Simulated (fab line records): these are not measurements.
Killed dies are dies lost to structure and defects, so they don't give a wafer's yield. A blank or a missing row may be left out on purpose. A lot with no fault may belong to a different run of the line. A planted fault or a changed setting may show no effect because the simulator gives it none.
Code-filled problem report in 8D (eight disciplines) form    flow rit_cmos    the parts of the form that need people (team, actions taken, sign-off) are left out

== 1. THE PROBLEM ==
Mean SPACER_NITRIDE_THK at RIT_SPACER_THK_MEAS_04: 419.6 nm over 9 wafers in 3 lots; fault-free wafers: 250.5 nm, standard deviation 2.1. That is +81 standard deviations from the usual mean.
Earliest sighting: wafer L358.4 on film_metro-02 at day 4 21:21. At this step, 45 wafers from 15 lots have a number in the record. Rule for "out" (also "out of limits"): further than 4 standard deviations from the usual mean. Any other wafer with a number is counted as sound.

== 2. WHAT IT IS AND WHAT IT IS NOT ==
question                     is                            is not
which readings at this step  SPACER_NITRIDE_THK            -
which lots                   L358, L360, L361              L349, L350, L351, L352, L353, L354, L355, L356, L357, L359, L370, L372
which wafers of those lots   all that have a number        -
read on which gauges         film_metro-02, film_metro-04  film_metro-01
when                         from day 4 21:21              up to then (27 sound wafers); but 9 sound wafers of L359, L370, L372 came after

== 3. WHAT RULES OUT EACH SUSPECT ==
Counting: a tool stays on the suspect list if, at a process step up to the reading, it processed all lots that are out and no sound lot following the first of them.
- the gauge at RIT_SPACER_THK_MEAS_04 is ruled out. 2 gauges (film_metro-02, film_metro-04) read the wafers that are out.
- lpcvd-01 at RIT_SPACER_CVD_03 (deposits Si3N4 from SiH2Cl2/NH3, target thk 250 nm, time 3300 s): kept. Every lot that is out went through it, starting with L358 (day 4 19:24), and after that it ran no sound lot; the last sound lot it ran before then is L357 (day 4 12:49). Its own readings are out on those wafers: spike_tc_centre_C, spike_tc_load_C, spike_tc_source_C, susceptor_temp_C.
After counting, what remains is lpcvd-01 at RIT_SPACER_CVD_03.

== 4. THE CAUSE (what the simulator had put in) ==
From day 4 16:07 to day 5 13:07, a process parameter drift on lpcvd-01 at RIT_SPACER_CVD_03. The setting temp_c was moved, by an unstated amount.
Only this tool survived the counting.

== 5. SEQUENCE OF EFFECTS, ordered by route ==
One row per reading whose mean, taken over the struck wafers that have a number, lies over 3 standard deviations from the usual. Scope: only readings with a usual standard deviation given in the record; hours: median across lots of the time from each lot's start at the first step in this table that gives one to its start at this step; sigmas: change in usual standard deviations.
hours  step                    reading             usual       on struck wafers  change  sigmas
0      RIT_SPACER_CVD_03       spike_tc_centre_C   811.4 C     856.1             +44.7   +34
0      RIT_SPACER_CVD_03       spike_tc_load_C     835.0 C     880.1             +45.1   +32
0      RIT_SPACER_CVD_03       spike_tc_source_C   832.8 C     877.8             +45.0   +37
0      RIT_SPACER_CVD_03       susceptor_temp_C    809.9 C     854.6             +44.7   +99 or more
2      RIT_SPACER_THK_MEAS_04  SPACER_NITRIDE_THK  250.5 nm    419.6             +169.1  +81
2      RIT_SPACER_ETCHBACK_05  oes_product_au      0.845 a.u.  1.003             +0.158  +11
Its process steps:
- RIT_SPACER_CVD_03: deposits Si3N4 from SiH2Cl2/NH3, target thk 250 nm, time 3300 s.
- RIT_SPACER_ETCHBACK_05: etches Si3N4 in SF6/CHF3, stops on SiO2, target depth 250 nm, time 240 s.

== 6. WHAT WOULD HAVE CAUGHT IT SOONER ==
Counted from the fault's start at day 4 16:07, it took 5 hours until the first out-of-limits reading at a measuring or inspecting step in this record, taken at day 4 21:21.
At RIT_SPACER_CVD_03, the tool's own readings (spike_tc_centre_C, spike_tc_load_C, spike_tc_source_C, susceptor_temp_C) were out on each struck wafer the step has a row for, so an alarm limit on them would have fired on the first such wafer.
L360, L361, from the lots that are out (3), started RIT_SPACER_CVD_03 on lpcvd-01 later than day 4 21:21. A hold on the tool at that time would have spared those 2.
